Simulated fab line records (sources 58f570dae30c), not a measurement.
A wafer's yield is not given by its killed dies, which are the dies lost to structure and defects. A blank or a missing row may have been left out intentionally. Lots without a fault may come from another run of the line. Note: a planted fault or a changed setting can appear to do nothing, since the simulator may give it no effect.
Which tool was responsible? | flow berkeley_cmos170 | Sampling: 15 lots, 45 wafers, 4 of 331 route steps

## WHAT THE GAUGES SHOWED, per wafer
UCB170_V2_OVL_MEAS_13.
lot  | measured     | on         | V2_OVL (nm)
L486 | day 9 05:26  | overlay-02 | -3 -3 -7
L489 | day 9 17:47  | overlay-01 | -1 -3 -4
L491 | day 9 17:14  | overlay-02 | 9 11 -2
L488 | day 9 18:03  | overlay-02 | 2 2 0
L494 | day 10 12:39 | overlay-02 | 1 3 4
L493 | day 10 12:55 | overlay-01 | -2 4 -1
L496 | day 11 08:02 | overlay-02 | 8 5 -2
L495 | day 11 10:30 | overlay-02 | 8 6 5
L497 | day 11 10:17 | overlay-01 | 2 2 5
L498 | day 11 10:46 | overlay-02 | -4 4 -2
L499 | day 11 16:12 | overlay-02 | 6 5 0
L504 | day 12 01:38 | overlay-01 | -6 -3 -15
L502 | day 12 02:22 | overlay-01 | 9 5 5
L506 | day 13 14:12 | overlay-01 | 1 -4 -5
L505 | day 12 19:56 | overlay-01 | -1 -3 2

UCB170_M3_BOW_MEAS_20.
lot  | measured     | on            | M3_BOW (um)
L486 | day 9 08:32  | film_metro-03 | 49 39 38
L489 | day 9 23:19  | film_metro-02 | 43 32 36
L491 | day 9 22:23  | film_metro-01 | 45 40 44
L488 | day 9 23:11  | film_metro-03 | 29 32 39
L494 | day 10 16:17 | film_metro-02 | 38 43 29
L493 | day 10 16:59 | film_metro-01 | 33 50 43
L496 | day 11 14:04 | film_metro-02 | 31 37 29
L495 | day 11 15:37 | film_metro-02 | 29 35 27
L497 | day 11 15:14 | film_metro-03 | 42 32 52
L498 | day 11 15:42 | film_metro-03 | 29 42 42
L499 | day 11 20:14 | film_metro-02 | 34 55 34
L504 | day 12 06:29 | film_metro-03 | 38 40 43
L502 | day 12 07:35 | film_metro-02 | 41 40 34
L506 | day 13 17:08 | film_metro-02 | 44 40 41
L505 | day 12 22:56 | film_metro-02 | 40 27 30

## WHICH TOOL RAN EACH LOT (tool, then ch and the chambers of the sampled wafers, then the start)
lot  | UCB170_BACKSIDE_CLEAN_04        | UCB170_V1_ETCH_14
L486 | wet_bench-04 ch 1, day 8 04:26  | rie_diel-01 ch 0,1,3, day 8 20:19
L489 | wet_bench-03 ch 3, day 8 16:39  | rie_diel-04 ch 0,1,2, day 9 10:10
L491 | wet_bench-03 ch 3, day 8 17:00  | rie_diel-01 ch 0,1,3, day 9 10:02
L488 | wet_bench-03 ch 0, day 8 17:10  | rie_diel-01 ch 0,1, day 9 10:38
L494 | wet_bench-04 ch 1, day 9 10:39  | rie_diel-04 ch 1,3, day 10 05:40
L493 | wet_bench-03 ch 3, day 9 11:06  | rie_diel-01 ch 0,2,3, day 10 05:48
L496 | wet_bench-03 ch 2, day 10 07:24 | rie_diel-01 ch 0,1, day 11 00:47
L495 | wet_bench-03 ch 3, day 10 07:35 | rie_diel-01 ch 0,2,3, day 11 01:16
L497 | wet_bench-03 ch 3, day 10 07:35 | rie_diel-02 ch 1,3, day 11 00:59
L498 | wet_bench-03 ch 0, day 10 07:47 | rie_diel-04 ch 2,3, day 11 01:20
L499 | wet_bench-03 ch 0, day 10 16:46 | rie_diel-02 ch 2,3, day 11 08:25
L504 | wet_bench-03 ch 0, day 10 23:33 | rie_diel-04 ch 1,2, day 11 18:41
L502 | wet_bench-03 ch 2, day 11 00:27 | rie_diel-01 ch 0,2, day 11 19:23
L506 | wet_bench-03 ch 1, day 11 16:24 | rie_diel-02 ch 0,1,3, day 13 09:28
L505 | wet_bench-03 ch 0, day 11 16:45 | rie_diel-01 ch 2,3, day 12 12:22
- UCB170_BACKSIDE_CLEAN_04: cleans in SPM, time 600 s.
- UCB170_V1_ETCH_14: etches SiO2 in CHF3/CF4/Ar, stops on Al, target depth 1250 nm, time 291 s.

## AS READ BY THE TOOLS THEMSELVES (means over the sampled wafers that have a number; for cases with no such wafer, the mark the record gives instead)
UCB170_V1_ETCH_14.
lot  | tool        | drypump_motor_current_A (A) | mfc_ar_sccm (sccm) | oes_product_au (a.u.) | throttle_valve_pct (%)
L486 | rie_diel-01 | 5.51                        | 150.3              | 0.886                 | 7.09
L489 | rie_diel-04 | 5.62                        | 150.3              | 0.870                 | 6.93
L491 | rie_diel-01 | 5.53                        | 150.7              | 0.885                 | 7.09
L488 | rie_diel-01 | 5.58                        | 150.0              | 0.882                 | 7.09
L494 | rie_diel-04 | 5.76                        | 149.6              | 0.875                 | 6.94
L493 | rie_diel-01 | 5.57                        | 149.5              | 0.875                 | 7.12
L496 | rie_diel-01 | 5.44                        | 150.4              | 0.891                 | 6.98
L495 | rie_diel-01 | 5.56                        | 149.7              | 0.873                 | 7.10
L497 | rie_diel-02 | 6.01                        | 149.6              | 0.875                 | 6.97
L498 | rie_diel-04 | 5.68                        | 149.7              | 0.887                 | 7.03
L499 | rie_diel-02 | 5.88                        | 150.3              | 0.858                 | 6.95
L504 | rie_diel-04 | 5.64                        | 149.7              | 0.869                 | 6.93
L502 | rie_diel-01 | 5.63                        | 150.1              | 0.871                 | 7.09
L506 | rie_diel-02 | 5.72                        | 150.3              | 0.874                 | 6.97
L505 | rie_diel-01 | 5.51                        | 149.6              | 0.865                 | 7.00

## THE ANSWER, worked out from the rows above alone
Rule: the usual values come from the lots themselves. Put in order of their means at a reading, lots are off if they are a third of the lots or fewer, leave a main group of 4 or more, and stand apart from it by a gap of 3 or more times the standard deviation of the main group's means; of several such gaps the widest counts. The tables above print the reading to a certain number of digits; a main group whose means all agree to those digits is not used. A lot without any number at a reading at which 4 lots or more have one is off too. Any other lot the step has rows for is counted as sound. The gauges are gone through in route order, then the tools' own readings, and for those a lot's mean is taken as printed above. At the first step where some lot is off, the reading lying furthest off is the one used; lots without a number count as furthest.
Across all readings shown, no lot is off: no conclusion can be drawn from this.

## WHAT THE SIMULATOR PUT IN
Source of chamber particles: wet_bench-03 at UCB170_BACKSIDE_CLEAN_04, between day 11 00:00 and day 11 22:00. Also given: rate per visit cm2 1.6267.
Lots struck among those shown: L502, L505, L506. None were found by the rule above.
